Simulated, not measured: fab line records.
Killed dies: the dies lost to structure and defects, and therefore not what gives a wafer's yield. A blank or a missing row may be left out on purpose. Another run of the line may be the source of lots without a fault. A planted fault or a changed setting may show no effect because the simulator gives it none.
Which tool did it? | flow ritCmos | Sampling: 10 lots, 30 wafers, 2 of 202 route steps

## WHAT THE GAUGES READ, wafer by wafer
RIT_PLDD_TW_MEAS_10.
lot  | measured    | on           | PLDD_TW
L380 | day 2 18:25 | filmMetro-02 | 2351 2344 2348
L381 | day 3 00:28 | filmMetro-04 | 2370 2370 2375
L382 | day 3 06:16 | filmMetro-01 | 2392 2395 2408
L383 | day 3 10:31 | filmMetro-02 | 2343 2355 2338
L384 | day 3 14:52 | filmMetro-01 | 2403 2389 2395
L385 | day 3 19:32 | filmMetro-01 | 2390 2395 2388
L386 | day 4 02:10 | filmMetro-02 | 1593 1590 1597
L387 | day 4 07:18 | filmMetro-02 | 1591 1604 1589
L388 | day 4 12:47 | filmMetro-02 | 1599 1596 1596
L389 | day 4 18:10 | filmMetro-04 | 1625 1630 1621

## WHAT TOOL EACH LOT RAN ON (gives the tool, then ch and the chambers of the sampled wafers, and finally the start)
lot  | RIT_PLDD_IMPLANT_08
L380 | implanter-01 ch 0, day 2 18:07
L381 | implanter-03 ch 0, day 3 00:09
L382 | implanter-04 ch 0, day 3 05:57
L383 | implanter-03 ch 0, day 3 10:11
L384 | implanter-03 ch 0, day 3 14:33
L385 | implanter-01 ch 0, day 3 19:13
L386 | implanter-03 ch 0, day 4 01:50
L387 | implanter-04 ch 0, day 4 07:01
L388 | implanter-04 ch 0, day 4 12:28
L389 | implanter-04 ch 0, day 4 17:50
- RIT_PLDD_IMPLANT_08

## THE ANSWER, worked out from the rows above alone
Rule: the lots themselves supply what counts as usual. The widest of any qualifying gaps counts: lots, ordered by their means at a reading, are off when they make up no more than a third of the lots, leave a main group of 4 or more, and stand apart from it by 3 or more times the standard deviation of that group's means. A main group is skipped when, at the precision printed for the reading in the tables above, its means are all equal. A lot without any number at a reading at which 4 lots or more have one is off too. The other lots that the step has rows for count as sound.
Nothing can be told from this: no lot is off at any reading shown.

## WHAT WAS PUT IN BY THE SIMULATOR
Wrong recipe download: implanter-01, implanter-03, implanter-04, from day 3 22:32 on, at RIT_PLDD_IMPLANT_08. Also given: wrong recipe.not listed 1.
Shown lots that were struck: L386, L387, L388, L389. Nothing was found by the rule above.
